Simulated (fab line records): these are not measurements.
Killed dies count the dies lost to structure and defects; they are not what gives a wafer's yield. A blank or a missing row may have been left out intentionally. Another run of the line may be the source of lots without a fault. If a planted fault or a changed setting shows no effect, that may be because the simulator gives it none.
fab line records / flow rit_cmos
[record] lots = 14 wafers = 42 last_day = 7
route steps=202 shown CONTACT@180 M1@202
lots untouched by any fault: they come from a run of this same line in which no faults occurred
start_h: hours from the record's opening day to when the first of the lot's shown wafers began / wait_h: hours since the lot's step before / " same as the row above / L1.1+2: a single row standing in for several wafers / - no value present, or no start provided / * or withheld: withheld / < > ~ a bound
route shown NAME@n: NAME is a module with steps in the file, n the number in the route of the first one / usual: mean/standard deviation taken from wafers without a fault / same: alike in all rows / chamber/n: place in a boat / sites: the reading at each site / _std_site: standard deviation of those values / _edge_site: inner sites' mean taken away from outer sites' mean / radius_mm: for every site, how far away it sits from the centre of the wafer / mask NAME#n: copy n / behind: tool/chamber where the wafer was last shaped / hold: cause of the lot's hold/its duration in hours/its outcome / device: whichever transistor did not switch (one of n, p or np) / end of line: at the end of the route, the tests of the same wafers / where a step has no rows: the recipe by itself / killed: count of dies lost to structure and defects at first sort (not the wafer's yield) / map: per-die view of a wafer (x killed, . not killed, _ where there is no die)
set.NAME: the setting the step ran with; set.NAME@STEP: the setting that earlier step ran with / model.NAME: the simulator's own value behind a step, which no gauge read
one table for each step of the route and one row for each wafer, over a sample of lots
services: from which hour (start_h, from the record's first day; less than 0 if before it) a tool's chamber was out of use, for how many hours, and why
[[steps]]
[step RIT_CONTACT_STRIP_12]
[recipe] chemistry = O2 time_s = 180 resist = NOVOLAK platen_temp_c = withheld power_w = 500 pressure_mtorr = 4000 o2_flow_sccm = 4000
[usual] drypump_motor_current_A = 5.4/0.49
lot.wafer=L363.1 tool=plasma_asher-02 chamber=0 start_h=61.46 wait_h=0.1 drypump_motor_current_A=5.7 rf_hours_counter_h=41
lot.wafer=L363.2 tool=plasma_asher-02 chamber=1 start_h=61.46 wait_h=0.1 drypump_motor_current_A=5.4 rf_hours_counter_h=41
lot.wafer=L363.5 tool=plasma_asher-02 chamber=0 start_h=61.46 wait_h=0.1 drypump_motor_current_A=5.7 rf_hours_counter_h=-
lot.wafer=L364.3 tool=plasma_asher-04 chamber=0 start_h=64.26 wait_h=0.2 drypump_motor_current_A=5.2 rf_hours_counter_h=-
lot.wafer=L364.4 tool=plasma_asher-04 chamber=1 start_h=64.26 wait_h=0.2 drypump_motor_current_A=5.6 rf_hours_counter_h=-
lot.wafer=L364.6 tool=plasma_asher-04 chamber=1 start_h=64.26 wait_h=0.2 drypump_motor_current_A=5.6 rf_hours_counter_h=-
lot.wafer=L365.1 tool=plasma_asher-01 chamber=0 start_h=67.59 wait_h=0.1 drypump_motor_current_A=6.2 rf_hours_counter_h=43
lot.wafer=L365.3 tool=plasma_asher-01 chamber=0 start_h=67.59 wait_h=0.1 drypump_motor_current_A=6.2 rf_hours_counter_h=-
lot.wafer=L365.4 tool=plasma_asher-01 chamber=1 start_h=67.59 wait_h=0.1 drypump_motor_current_A=4.8 rf_hours_counter_h=-
lot.wafer=L367.1 tool=plasma_asher-04 chamber=0 start_h=77.96 wait_h=0.1 drypump_motor_current_A=5.2 rf_hours_counter_h=29
lot.wafer=L367.2 tool=plasma_asher-04 chamber=1 start_h=77.96 wait_h=0.1 drypump_motor_current_A=5.6 rf_hours_counter_h=29
lot.wafer=L367.5 tool=plasma_asher-04 chamber=0 start_h=77.96 wait_h=0.1 drypump_motor_current_A=5.2 rf_hours_counter_h=-
lot.wafer=L368.3 tool=plasma_asher-01 chamber=0 start_h=84.83 wait_h=0.2 drypump_motor_current_A=6.1 rf_hours_counter_h=-
lot.wafer=L368.5 tool=plasma_asher-01 chamber=0 start_h=84.83 wait_h=0.2 drypump_motor_current_A=6.1 rf_hours_counter_h=-
lot.wafer=L368.6 tool=plasma_asher-01 chamber=1 start_h=84.83 wait_h=0.2 drypump_motor_current_A=4.8 rf_hours_counter_h=-
lot.wafer=L369.2 tool=plasma_asher-04 chamber=0 start_h=94.07 wait_h=0.1 drypump_motor_current_A=5.2 rf_hours_counter_h=31
lot.wafer=L369.3 tool=plasma_asher-04 chamber=1 start_h=94.07 wait_h=0.1 drypump_motor_current_A=5.6 rf_hours_counter_h=-
lot.wafer=L369.6 tool=plasma_asher-04 chamber=1 start_h=94.07 wait_h=0.1 drypump_motor_current_A=5.6 rf_hours_counter_h=-
lot.wafer=L370.2 tool=plasma_asher-04 chamber=0 start_h=97.10 wait_h=0.2 drypump_motor_current_A=5.2 rf_hours_counter_h=31
lot.wafer=L370.3 tool=plasma_asher-04 chamber=1 start_h=97.10 wait_h=0.2 drypump_motor_current_A=5.6 rf_hours_counter_h=-
lot.wafer=L370.6 tool=plasma_asher-04 chamber=1 start_h=97.10 wait_h=0.2 drypump_motor_current_A=5.6 rf_hours_counter_h=-
lot.wafer=L371.1 tool=plasma_asher-01 chamber=0 start_h=102.20 wait_h=0.1 drypump_motor_current_A=6.2 rf_hours_counter_h=47
lot.wafer=L371.2 tool=plasma_asher-01 chamber=1 start_h=102.20 wait_h=0.1 drypump_motor_current_A=4.8 rf_hours_counter_h=47
lot.wafer=L371.4 tool=plasma_asher-01 chamber=0 start_h=102.20 wait_h=0.1 drypump_motor_current_A=6.2 rf_hours_counter_h=-
lot.wafer=L373.2 tool=plasma_asher-01 chamber=0 start_h=110.20 wait_h=0.1 drypump_motor_current_A=6.1 rf_hours_counter_h=48
lot.wafer=L373.3 tool=plasma_asher-01 chamber=1 start_h=110.20 wait_h=0.1 drypump_motor_current_A=4.8 rf_hours_counter_h=-
lot.wafer=L373.4 tool=plasma_asher-01 chamber=0 start_h=110.20 wait_h=0.1 drypump_motor_current_A=6.1 rf_hours_counter_h=-
lot.wafer=L374.2 tool=plasma_asher-01 chamber=1 start_h=113.14 wait_h=0.1 drypump_motor_current_A=4.7 rf_hours_counter_h=48
lot.wafer=L374.4 tool=plasma_asher-01 chamber=1 start_h=113.14 wait_h=0.1 drypump_motor_current_A=4.8 rf_hours_counter_h=-
lot.wafer=L374.5 tool=plasma_asher-01 chamber=0 start_h=113.14 wait_h=0.1 drypump_motor_current_A=6.2 rf_hours_counter_h=-
lot.wafer=L376.3 tool=plasma_asher-01 chamber=0 start_h=121.73 wait_h=0.2 drypump_motor_current_A=6.2 rf_hours_counter_h=-
lot.wafer=L376.5 tool=plasma_asher-01 chamber=0 start_h=121.73 wait_h=0.2 drypump_motor_current_A=6.1 rf_hours_counter_h=-
lot.wafer=L376.6 tool=plasma_asher-01 chamber=1 start_h=121.73 wait_h=0.2 drypump_motor_current_A=4.8 rf_hours_counter_h=-
lot.wafer=L378.2 tool=plasma_asher-04 chamber=0 start_h=131.40 wait_h=0.1 drypump_motor_current_A=5.2 rf_hours_counter_h=36
lot.wafer=L378.3 tool=plasma_asher-04 chamber=1 start_h=131.40 wait_h=0.1 drypump_motor_current_A=5.5 rf_hours_counter_h=-
lot.wafer=L378.6 tool=plasma_asher-04 chamber=0 start_h=131.40 wait_h=0.1 drypump_motor_current_A=5.2 rf_hours_counter_h=-
lot.wafer=L384.1 tool=plasma_asher-01 chamber=0 start_h=161.91 wait_h=0.2 drypump_motor_current_A=6.2 rf_hours_counter_h=53
lot.wafer=L384.4 tool=plasma_asher-01 chamber=1 start_h=161.91 wait_h=0.2 drypump_motor_current_A=4.8 rf_hours_counter_h=-
lot.wafer=L384.6 tool=plasma_asher-01 chamber=0 start_h=161.91 wait_h=0.2 drypump_motor_current_A=6.1 rf_hours_counter_h=-
lot.wafer=L385.2 tool=plasma_asher-01 chamber=1 start_h=166.89 wait_h=0.1 drypump_motor_current_A=4.8 rf_hours_counter_h=54
lot.wafer=L385.4 tool=plasma_asher-01 chamber=0 start_h=166.89 wait_h=0.1 drypump_motor_current_A=6.2 rf_hours_counter_h=-
lot.wafer=L385.6 tool=plasma_asher-01 chamber=1 start_h=166.89 wait_h=0.1 drypump_motor_current_A=4.8 rf_hours_counter_h=-
[step RIT_M1_PROBE_99]
[usual] killed_at_M0_to_M3 = 0.0/0.14 killed_at_contacts = 0.0/0.22 killed_at_front_end = 6.9/3 killed_dies = 6.9/3 killed_on_rim = 1.9/1.5 killed_open = 3.5/2 killed_short = 3.4/2.1
[same] gross_dies = 264 killed_at_M4_up = 0 killed_at_back_side = 0 killed_at_other = 0
lot.wafer=L374.2 tool=prober-01 chamber=- start_h=117.96 wait_h=0.1 killed_at_M0_to_M3=0 killed_at_contacts=0 killed_at_front_end=5 killed_dies=5 killed_on_rim=2 killed_open=3 killed_short=2
lot.wafer=L374.4 tool=prober-01 chamber=- start_h=118.06 wait_h=0.2 killed_at_M0_to_M3=0 killed_at_contacts=0 killed_at_front_end=7 killed_dies=7 killed_on_rim=1 killed_open=2 killed_short=5
lot.wafer=L374.5 tool=prober-01 chamber=- start_h=118.11 wait_h=0.2 killed_at_M0_to_M3=0 killed_at_contacts=0 killed_at_front_end=7 killed_dies=7 killed_on_rim=1 killed_open=4 killed_short=3
lot.wafer=L376.3 tool=prober-01 chamber=- start_h=126.43 wait_h=0.2 killed_at_M0_to_M3=0 killed_at_contacts=0 killed_at_front_end=6 killed_dies=6 killed_on_rim=3 killed_open=4 killed_short=2
lot.wafer=L376.5 tool=prober-01 chamber=- start_h=126.53 wait_h=0.2 killed_at_M0_to_M3=0 killed_at_contacts=0 killed_at_front_end=5 killed_dies=5 killed_on_rim=3 killed_open=3 killed_short=2
lot.wafer=L376.6 tool=prober-01 chamber=- start_h=126.58 wait_h=0.2 killed_at_M0_to_M3=0 killed_at_contacts=0 killed_at_front_end=9 killed_dies=9 killed_on_rim=2 killed_open=4 killed_short=5
lot.wafer=L384.1 tool=prober-01 chamber=- start_h=166.57 wait_h=0.1 killed_at_M0_to_M3=0 killed_at_contacts=14 killed_at_front_end=4 killed_dies=18 killed_on_rim=10 killed_open=2 killed_short=2
lot.wafer=L384.4 tool=prober-01 chamber=- start_h=166.72 wait_h=0.2 killed_at_M0_to_M3=0 killed_at_contacts=0 killed_at_front_end=7 killed_dies=7 killed_on_rim=1 killed_open=1 killed_short=6
lot.wafer=L384.6 tool=prober-01 chamber=- start_h=166.82 wait_h=0.2 killed_at_M0_to_M3=0 killed_at_contacts=17 killed_at_front_end=5 killed_dies=22 killed_on_rim=14 killed_open=0 killed_short=5
lot.wafer=L385.2 tool=prober-02 chamber=- start_h=171.60 wait_h=0.1 killed_at_M0_to_M3=0 killed_at_contacts=0 killed_at_front_end=3 killed_dies=3 killed_on_rim=0 killed_open=1 killed_short=2
lot.wafer=L385.4 tool=prober-02 chamber=- start_h=171.70 wait_h=0.2 killed_at_M0_to_M3=0 killed_at_contacts=14 killed_at_front_end=3 killed_dies=17 killed_on_rim=9 killed_open=2 killed_short=1
lot.wafer=L385.6 tool=prober-02 chamber=- start_h=171.80 wait_h=0.2 killed_at_M0_to_M3=0 killed_at_contacts=0 killed_at_front_end=4 killed_dies=4 killed_on_rim=1 killed_open=3 killed_short=1
// killed by level:class
L374.2 SILICIDE:geometric_particle:open=2 FOX1:geometric_particle:open=1 GATE:geometric_particle:short=1 REOX:geometric_particle:short=1
L374.4 GATE:geometric_particle:short=3 REOX:geometric_particle:open=1 SPACER:geometric_particle:short=1 SILICIDE:geometric_particle:short=1 SILICIDE:geometric_particle:open=1
L374.5 REOX:geometric_particle:open=2 SILICIDE:geometric_particle:open=2 REOX:geometric_particle:short=1 SPACER:geometric_particle:short=1 SILICIDE:geometric_particle:short=1
L376.3 SPACER:geometric_particle:short=2 FOX1:geometric_particle:open=1 FOX2:geometric_particle:open=1 REOX:geometric_particle:open=1 SILICIDE:geometric_particle:open=1
L376.5 GATE:geometric_particle:open=3 GATE:geometric_particle:short=2
L376.6 GATE:geometric_particle:open=2 GATE:geometric_particle:short=2 FOX1:geometric_particle:open=1 FOX1:geometric_particle:short=1 FOX2:geometric_particle:short=1 REOX:geometric_particle:short=1 SPACER:geometric_particle:open=1
L384.1 CONTACT:unspecified=14 FOX1:geometric_particle:open=1 FOX2:geometric_particle:short=1 GATE:geometric_particle:open=1 SILICIDE:geometric_particle:short=1
L384.4 SPACER:geometric_particle:short=2 SILICIDE:geometric_particle:short=2 FOX1:geometric_particle:open=1 GATE:geometric_particle:short=1 REOX:geometric_particle:short=1
L384.6 CONTACT:unspecified=17 FOX1:geometric_particle:short=2 GATE:geometric_particle:short=2 SILICIDE:geometric_particle:short=1
L385.2 FOX1:geometric_particle:short=1 SPACER:geometric_particle:open=1 SILICIDE:geometric_particle:short=1
L385.4 CONTACT:unspecified=14 GATE:geometric_particle:open=2 SILICIDE:geometric_particle:short=1
L385.6 GATE:geometric_particle:open=2 FOX2:geometric_particle:open=1 GATE:geometric_particle:short=1
[[services]]
tool=plasma_asher-02 chamber=- start_h=70.02 hours=8.1 kind=repair
tool=plasma_asher-01 chamber=- start_h=74.99 hours=3.2 kind=repair
tool=plasma_asher-01 chamber=- start_h=90.39 hours=5.1 kind=repair
tool=plasma_asher-02 chamber=- start_h=108.75 hours=9.0 kind=pm
tool=plasma_asher-02 chamber=0 start_h=108.75 hours=9.0 kind=vent_cycle
tool=plasma_asher-02 chamber=1 start_h=108.75 hours=9.0 kind=vent_cycle
tool=plasma_asher-01 chamber=- start_h=115.79 hours=4.3 kind=repair
tool=plasma_asher-02 chamber=0 start_h=117.75 hours=- kind=clean
tool=plasma_asher-02 chamber=1 start_h=117.75 hours=- kind=clean
[[key]]
[first_sign] step = RIT_M1_PROBE_99 reading = killed_at_contacts direction = up sigmas = 15 usual = 0.0 struck = 15
[effect] step = RIT_M1_PROBE_99 reading = killed_dies direction = up sigmas = 4 usual = 6.9 struck = 19
met_at RIT_CONTACT_STRIP_12
struck_lots L384,L385
struck_wafers L384.1,L384.6,L385.4
tester_left_out L384,L385
onset_between 121.73 161.91
[fault] kind = chamber_particle_source tool = plasma_asher-01 chamber = 0 onset_h = 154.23 steps = RIT_CONTACT_STRIP_12 rate_per_visit_cm2 = 1.629 end_h = 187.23
// tester_left_out: of these lots the tester's yield and bins aren't shown, on N5 and GAA mostly nor the transistor test; their killed dies are dies lost to structure and defects alone, not to doping, threshold or leakage, so they don't give the yield
